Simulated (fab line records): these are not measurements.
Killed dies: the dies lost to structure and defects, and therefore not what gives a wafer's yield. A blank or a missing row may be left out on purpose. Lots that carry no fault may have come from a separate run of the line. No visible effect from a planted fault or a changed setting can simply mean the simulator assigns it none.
Comparing a struck lot with a sound one -- flow rit-cmos -- 17 steps out of a route of 202
Sound: these wafers, L370.3, L370.4, L370.5. Wafers L375.2, L375.5, L375.6 were the ones struck. The cause is given at the end.
At each step with rows: each side's tool, then ch and its chambers, then its first start. Under that, the readings that differ: sound wafers -- struck wafers -- difference of the means -- sigmas: that difference in standard deviations of wafers without a fault.
alike: a reading whose means differ by less than 2 such deviations, as well as words and numbers matching on both sides. not compared: withheld readings; readings where some wafer has no value; bounds like >300 that might hide an equal value; numbers whose values overlap and for which the record gives no deviation.
Wherever a step has rows on one side only, a row that says differs or no value, or a row with sigmas, the two part there. Numbers that don't overlap but have no deviation are shown without sigmas and don't part them. Lack of a reading on every wafer of one side parts them only where that side has two or more wafers.

first, 2 steps without rows for these wafers: RIT_NRETRO_HARDBAKE_07 (time 120 s); RIT_NRETRO_IMPLANT_08.
RIT_NRETRO_STRIP_09: strips in O2, time 180 s.
  sound on plasma-asher-01 ch 0,1, day 4 10:20; struck on plasma-asher-02 ch 0,1, day 5 10:23
  alike: drypump-motor-current-A
  not compared: rf-hours-counter-h
RIT_NRETRO_TW_MEAS_10:
  struck on film-metro-03, day 5 10:34; sound on film-metro-02, day 4 10:28
  alike: NRETRO_TW
then, 6 steps without rows for these wafers: RIT_PRETRO_HMDS_00 (prime time 60 s); RIT_PRETRO_COAT_01 (resist thk 1300 nm); RIT_PRETRO_SOFTBAKE_02 (time 60 s); RIT_PRETRO_EXPOSE_03 (exposes mask M5, target cd 43700 nm); RIT_PRETRO_PEB_04; RIT_PRETRO_DEVELOP_05 (develop time 68 s).
RIT_PRETRO_OVL_MEAS_06:
  struck on overlay-01, day 5 11:31; sound on overlay-01, day 4 11:31
  alike: PRETRO_OVL
then, 1 step without rows for these wafers: RIT_PRETRO_HARDBAKE_07 (time 120 s).
RIT_PRETRO_IMPLANT_08:
  sound on implanter-03 ch 0, day 4 11:51; struck on implanter-03 ch 0, day 5 11:50
reading,sound,struck,difference,sigmas
dose-ions-cm2,1.1993e+13 1.1982e+13 1.2007e+13,1.9211e+13 1.9232e+13 1.9234e+13,+7.2317e+12,+99 or more
faraday-current-uA,37.6 36.9 36.9,61.1 60.9 58.8,+23.1,+32
  alike: beam-energy-keV
RIT_PRETRO_STRIP_09: strips in O2, time 180 s.
  sound on plasma-asher-02 ch 0,1, day 4 12:01; struck on plasma-asher-02 ch 0,1, day 5 11:57
  alike: drypump-motor-current-A
  not compared: rf-hours-counter-h
RIT_PRETRO_TW_MEAS_10:
  struck on film-metro-04, day 5 12:08; sound on film-metro-04, day 4 12:08
reading,sound,struck,difference,sigmas
PRETRO_TW,469 465 467,540 541 542,+74,+18
then, 1 step without rows for these wafers: RIT_GATE_WET_ETCH_00 (etches SiO2 in BOE, target depth 56 nm, time 60 s).
RIT_M1_PROBE_99:
  struck on prober-02, day 6 16:44; sound on prober-01, day 5 13:18
reading,sound,struck,difference,sigmas
model.etest.nmos_0p3.r-on-ohm-um,2237 2186 2207,2545 2526 2550,+330,
model.etest.nmos_0p15.r-on-ohm-um,1193 1142 1183,1352 1300 1333,+156,
model.etest.nmos-turned.drive-ua-um,288.5 308.1 295.9,234.1 236.3 235.2,-62.3,
model.etest.nmos_0p15.drive-ua-um,436 456.7 451.8,358.5 365.3 363.2,-85.8,
model.etest.nmos_0p3.drive-ua-um,214.9 221.5 220.1,171.1 169.9 172.2,-47.8,
model.etest.nmos-narrow.drive-ua-um,222.1 226.8 220.8,171.3 170.6 174.2,-51.2,
model.etest.ring.delay-ps,28.79 27.39 27.95,32.08 31.55 31.84,+3.78,
  alike: killed-at-contacts, killed-at-front-end, killed-dies, killed-open, killed-short
  not compared: model.etest.pwell-pinched.rs-ohm-sq

WHERE THEY PART
At RIT_PRETRO_IMPLANT_08 first; at RIT_PRETRO_TW_MEAS_10 last (within this record only). Later steps at which nothing parts them and some readings are alike: RIT_M1_PROBE_99.

WHY: what had been put in by the simulator
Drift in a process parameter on implanter-03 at RIT_PRETRO_IMPLANT_08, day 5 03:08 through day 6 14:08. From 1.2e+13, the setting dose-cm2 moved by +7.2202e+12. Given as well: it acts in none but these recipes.
